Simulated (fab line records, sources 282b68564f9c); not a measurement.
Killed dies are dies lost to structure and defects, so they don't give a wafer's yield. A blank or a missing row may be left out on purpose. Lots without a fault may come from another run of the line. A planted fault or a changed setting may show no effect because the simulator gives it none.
Problem report in the 8D (eight disciplines) form, filled by code | flow rit_cmos | the parts of the form that need people (team, actions taken, sign-off) are left out

1. THE PROBLEM
developer_temp_C at RIT_ACTIVE_DEVELOP_10 reads a mean of 20.70 C on 6 wafers of 2 lots; wafers without a fault read 23.01 C with a standard deviation of 0.096. That is -24 standard deviations from the usual mean.
The step: develop time 50 s.
First seen on wafer L797.2, day 3 06:00, on litho_track-01. The record holds 39 wafers of 13 lots with a number at this step. Rule for "out", or "out of limits": more than 4 standard deviations from the usual mean. The other wafers with a number count as sound.

2. WHAT IT IS AND WHAT IT IS NOT
question                    | is                     | is not
which readings at this step | developer_temp_C       | -
which lots                  | L797, L798             | L789, L790, L791, L793, L803, L805, L808, L809, L810, L811, L812
which wafers of those lots  | all that have a number | -
read on which tools         | litho_track-01         | litho_track-02, litho_track-03
when                        | from day 3 06:00       | up to then (12 sound wafers); but 21 sound wafers of L803, L805, L808, L809, L810, L811, L812 came after

3. SUSPECTS, AND WHAT RULES EACH OUT
Counting: a tool at a process step up to the reading stays a suspect if it ran every lot that is out and no sound lot after the first of them.
- litho_track-01 at RIT_ACTIVE_DEVELOP_10 (develop time 50 s): ruled out as a lasting fault. Sound lots L810, L812 ran on it after its first lot that is out, L797 (day 3 06:00).
Left after counting: nothing in the record.

4. THE CAUSE (what the simulator had put in)
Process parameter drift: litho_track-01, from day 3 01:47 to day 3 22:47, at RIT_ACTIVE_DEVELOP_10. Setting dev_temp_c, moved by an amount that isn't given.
Counting ruled it out, wrongly.

5. THE CHAIN OF EFFECTS, in route order
Each row: a reading whose mean over the struck wafers that have a number lies more than 3 standard deviations from the usual. Only readings for which the record gives a usual standard deviation are gone through. hours: the time from each lot's start at the first step in this table that gives one to its start at this step, as a median over the lots. sigmas: the change in usual standard deviations.
hours | step                  | reading          | usual     | on struck wafers | change | sigmas
0     | RIT_ACTIVE_DEVELOP_10 | developer_temp_C | 23.01 C   | 20.70            | -2.31  | -24
1     | RIT_ACTIVE_CD_MEAS_11 | cd_nm            | 1400.2 nm | 1394.1           | -6.1   | -3.1
The process steps in it:
- RIT_ACTIVE_DEVELOP_10: develop time 50 s.

6. WHAT WOULD HAVE CAUGHT IT SOONER
In this record the first reading out of limits was taken at day 3 06:00, 4 hours after the fault began at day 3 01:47.
